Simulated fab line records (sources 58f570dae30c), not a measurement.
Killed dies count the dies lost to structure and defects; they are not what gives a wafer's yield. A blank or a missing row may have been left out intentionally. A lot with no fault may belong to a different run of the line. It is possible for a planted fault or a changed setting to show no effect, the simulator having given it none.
Which tool did it? | flow berkeleyCmos170 | 14 lots with 42 wafers sampled at 6 steps, on a route of 331 steps

## WHAT THE GAUGES SHOWED, per wafer
UCB170_FIELD_THK_MEAS_91.
lot  | measured     | on           | FIELD_OXIDE_LEFT_2_THK (nm)
L306 | day 5 19:01  | filmMetro-03 | 363 362 364
L307 | day 5 19:05  | filmMetro-02 | 360 364 356
L310 | day 6 10:49  | filmMetro-04 | 372 367 368
L312 | day 6 17:56  | filmMetro-02 | 366 364 364
L308 | day 6 18:36  | filmMetro-03 | 368 365 360
L313 | day 7 11:06  | filmMetro-02 | 341 345 349
L314 | day 7 20:24  | filmMetro-03 | 346 347 346
L316 | day 8 03:40  | filmMetro-03 | 350 343 349
L320 | day 8 15:05  | filmMetro-03 | 354 373 362
L325 | day 9 19:29  | filmMetro-04 | 344 339 353
L326 | day 10 12:39 | filmMetro-04 | 372 375 367
L327 | day 10 12:41 | filmMetro-04 | 378 366 361
L324 | day 10 12:45 | filmMetro-03 | 366 351 353
L328 | day 10 16:44 | filmMetro-04 | 364 365 363

UCB170_NLDD_TW_MEAS_11.
lot  | measured     | on           | NLDD_TW
L306 | day 6 14:01  | filmMetro-04 | 2221 2225 2216
L307 | day 6 13:41  | filmMetro-03 | 2212 2237 2240
L310 | day 7 00:34  | filmMetro-03 | 2231 2247 2237
L312 | day 7 14:00  | filmMetro-04 | 2207 2214 2226
L308 | day 7 13:44  | filmMetro-01 | 2251 2245 2233
L313 | day 8 03:45  | filmMetro-04 | 2209 2224 2207
L314 | day 8 12:50  | filmMetro-04 | 2206 2209 2217
L316 | day 8 20:56  | filmMetro-04 | 2218 2209 2204
L320 | day 9 12:05  | filmMetro-01 | 2075 2087 2087 2089 2077 2075
L325 | day 10 08:38 | filmMetro-01 | 2074 2098 2086 2080 2085 2087
L326 | day 11 04:51 | filmMetro-04 | 2229 2229 2219
L327 | day 11 05:09 | filmMetro-04 | 2240 2214 2221
L324 | day 11 05:26 | filmMetro-04 | 2220 2224 2223
L328 | day 11 09:34 | filmMetro-03 | 2254 2246 2244

UCB170_SDANNEAL_RS_MEAS_04: uses a four-point probe to measure.
lot  | measured     | on           | PLDD_RS (ohm/sq)
L306 | day 6 23:24  | filmMetro-04 | 1026.9 1027.7 1027.3
L307 | day 6 23:16  | filmMetro-03 | 1031.8 1035.8 1035.8
L310 | day 7 14:05  | filmMetro-03 | 1030.2 1029.6 1029.1
L312 | day 8 01:07  | filmMetro-01 | 1031.1 1033.3 1034.3
L308 | day 8 00:25  | filmMetro-01 | 1032.4 1034.0 1034.1
L313 | day 8 11:37  | filmMetro-03 | 1026.9 1030.7 1031.5
L314 | day 9 02:50  | filmMetro-03 | 1036.1 1032.7 1031.7
L316 | day 9 09:21  | filmMetro-01 | 1031.8 1031.2 1030.6
L320 | day 9 23:47  | filmMetro-04 | 1029.8 1035.4 1030.4
L325 | day 10 18:31 | filmMetro-01 | 1026.4 1030.3 1031.2
L326 | day 11 13:56 | filmMetro-01 | 1028.9 1030.9 1030.5
L327 | day 11 14:14 | filmMetro-03 | 1029.6 1029.6 1030.5
L324 | day 11 14:35 | filmMetro-01 | 1034.3 1032.3 1030.1
L328 | day 11 19:29 | filmMetro-03 | 1032.8 1032.8 1033.9

UCB170_SDANNEAL_RS_MEAS_05: uses a four-point probe to measure.
lot  | measured     | on           | NLDD_RS (ohm/sq)
L306 | day 6 23:31  | filmMetro-04 | 614.9 614.6 614.9
L307 | day 6 23:23  | filmMetro-03 | 621.7 618.2 619.4
L310 | day 7 14:13  | filmMetro-03 | 615.6 615.1 617.2
L312 | day 8 01:14  | filmMetro-01 | 617.0 616.3 616.9
L308 | day 8 00:32  | filmMetro-01 | 614.5 614.2 613.2
L313 | day 8 11:44  | filmMetro-03 | 613.9 615.5 615.9
L314 | day 9 02:58  | filmMetro-03 | 613.9 615.6 615.6
L316 | day 9 09:28  | filmMetro-01 | 615.9 617.4 617.0
L320 | day 10 00:01 | filmMetro-04 | 728.6 731.9 731.1 729.4 729.4 729.5
L325 | day 10 18:38 | filmMetro-01 | 729.5 727.1 730.4 729.8 730.1 728.7
L326 | day 11 14:03 | filmMetro-01 | 612.5 613.8 610.5
L327 | day 11 14:22 | filmMetro-03 | 618.6 617.7 616.5
L324 | day 11 14:43 | filmMetro-01 | 615.1 615.9 615.4
L328 | day 11 19:36 | filmMetro-03 | 616.5 615.7 615.1

## TOOL THAT RAN EACH LOT (tool first, then ch and the chambers of the sampled wafers, then the start)
lot  | UCB170_NLDD_IMPLANT_09          | UCB170_SPACER_ETCHBACK_03
L306 | implanter-02 ch 0, day 6 13:46  | rieDiel-03 ch 0,2,3, day 6 17:14
L307 | implanter-03 ch 0, day 6 13:26  | rieDiel-01 ch 1,3, day 6 17:14
L310 | implanter-03 ch 0, day 7 00:20  | rieDiel-01 ch 0,1, day 7 07:32
L312 | implanter-02 ch 0, day 7 13:46  | rieDiel-01 ch 2,3, day 7 18:53
L308 | implanter-03 ch 0, day 7 13:29  | rieDiel-03 ch 0,1, day 7 18:53
L313 | implanter-03 ch 0, day 8 03:31  | rieDiel-04 ch 0,1, day 8 07:24
L314 | implanter-03 ch 0, day 8 12:37  | rieDiel-03 ch 0,3, day 8 19:01
L316 | implanter-02 ch 0, day 8 20:41  | rieDiel-03 ch 1,2,3, day 9 03:02
L320 | implanter-03 ch 0, day 9 11:50  | rieDiel-03 ch 0,1,3, day 9 18:32
L325 | implanter-03 ch 0, day 10 08:23 | rieDiel-04 ch 0,2,3, day 10 12:58
L326 | implanter-04 ch 0, day 11 04:39 | rieDiel-04 ch 1,2,3, day 11 09:12
L327 | implanter-04 ch 0, day 11 04:54 | rieDiel-01 ch 0,1,2, day 11 09:10
L324 | implanter-04 ch 0, day 11 05:12 | rieDiel-03 ch 1,2, day 11 09:10
L328 | implanter-02 ch 0, day 11 09:19 | rieDiel-03 ch 0,1,2, day 11 14:53
- UCB170_NLDD_IMPLANT_09
- UCB170_SPACER_ETCHBACK_03: etches SiO2 in CHF3/CF4/Ar, stops on Si, target depth 376 nm, time 100 s.

## AS READ BY THE TOOLS THEMSELVES (means over the sampled wafers that have a number; for cases with no such wafer, the mark the record gives instead)
UCB170_NLDD_IMPLANT_09.
lot  | tool         | doseIonsCm2 | endStationPressureTorr (Torr) | faradayCurrentUA
L306 | implanter-02 | 5.000e+13   | 5.27e-06                      | 157
L307 | implanter-03 | 5.002e+13   | 5.07e-06                      | 155
L310 | implanter-03 | 4.994e+13   | 5.00e-06                      | 156
L312 | implanter-02 | 4.992e+13   | 5.24e-06                      | 156
L308 | implanter-03 | 4.999e+13   | 5.18e-06                      | 160
L313 | implanter-03 | 4.997e+13   | 5.36e-06                      | 158
L314 | implanter-03 | 5.005e+13   | 5.00e-06                      | 159
L316 | implanter-02 | 5.003e+13   | 5.04e-06                      | 159
L320 | implanter-03 | 2.758e+13   | 5.19e-06                      | 87
L325 | implanter-03 | 2.751e+13   | 5.07e-06                      | 88
L326 | implanter-04 | 5.000e+13   | 5.08e-06                      | 160
L327 | implanter-04 | 5.002e+13   | 4.92e-06                      | 160
L324 | implanter-04 | 5.003e+13   | 5.21e-06                      | 159
L328 | implanter-02 | 4.996e+13   | 4.98e-06                      | 159

UCB170_SPACER_ETCHBACK_03.
lot  | tool       | drypumpMotorCurrentA (A) | oesProductAu (a.u.) | throttleValvePct (%)
L306 | rieDiel-03 | 5.5                      | 0.888               | 6.48
L307 | rieDiel-01 | 5.7                      | 0.894               | 6.41
L310 | rieDiel-01 | 5.9                      | 0.919               | 6.46
L312 | rieDiel-01 | 5.7                      | 0.896               | 6.46
L308 | rieDiel-03 | 6.0                      | 0.901               | 6.66
L313 | rieDiel-04 | 5.7                      | 0.897               | 6.39
L314 | rieDiel-03 | 5.6                      | 0.902               | 6.58
L316 | rieDiel-03 | 5.7                      | 0.921               | 6.47
L320 | rieDiel-03 | 5.8                      | 0.910               | 6.57
L325 | rieDiel-04 | 5.9                      | 0.915               | 6.50
L326 | rieDiel-04 | 6.0                      | 0.906               | 6.53
L327 | rieDiel-01 | 5.8                      | 0.908               | 6.46
L324 | rieDiel-03 | 6.1                      | 0.911               | 6.54
L328 | rieDiel-03 | 5.9                      | 0.899               | 6.56

## THE ANSWER, worked out from the rows above alone
Rule: the lots themselves supply what counts as usual. The widest of any qualifying gaps counts: lots, ordered by their means at a reading, are off when they make up no more than a third of the lots, leave a main group of 4 or more, and stand apart from it by 3 or more times the standard deviation of that group's means. Not used: any main group whose means are identical at the precision the tables above print for the reading. Also off: a lot with no number at a reading for which 4 or more lots have one. Any other lot the step has rows for is counted as sound. First the gauges in route order, then the tools' own readings, where a lot's mean is used as printed above. At the first step where some lot is off, the reading lying furthest off is the one used; lots without a number count as furthest.
Off: L320, L325, at UCB170_NLDD_TW_MEAS_11 (NLDD_TW). Main group: mean 2225, sd 12.
If a tool, at a process step before that reading, ran all the lots that are off and no sound lot after the first of them, it fits. Not tried: the gauges at UCB170_NLDD_TW_MEAS_11; whatever is off there is also off at UCB170_NLDD_IMPLANT_09, on other tools, and gauge error can't account for it. One fits: UCB170_NLDD_IMPLANT_09 on implanter-03. Its last sound lot is L314 (day 8 12:37), its first lot that is off L320 (day 9 11:50): a fault that began between those two fits.
The tool's own readings at UCB170_NLDD_IMPLANT_09 bear it out: on the lots that are off they differ by more than 5 times the standard deviation of the sound lots' means. doseIonsCm2 reads 2.754e+13 there against 4.999e+13 on the sound lots; faradayCurrentUA reads 88 there against 158 on the sound lots.

## WHAT THE SIMULATOR HAD PUT IN
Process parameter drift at UCB170_NLDD_IMPLANT_09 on implanter-03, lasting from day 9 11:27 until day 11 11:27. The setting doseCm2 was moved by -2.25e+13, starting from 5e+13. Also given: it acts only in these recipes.
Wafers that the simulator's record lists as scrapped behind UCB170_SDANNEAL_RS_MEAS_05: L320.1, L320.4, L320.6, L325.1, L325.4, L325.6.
Struck lots among those shown: L320, L325. The rule above found the same.
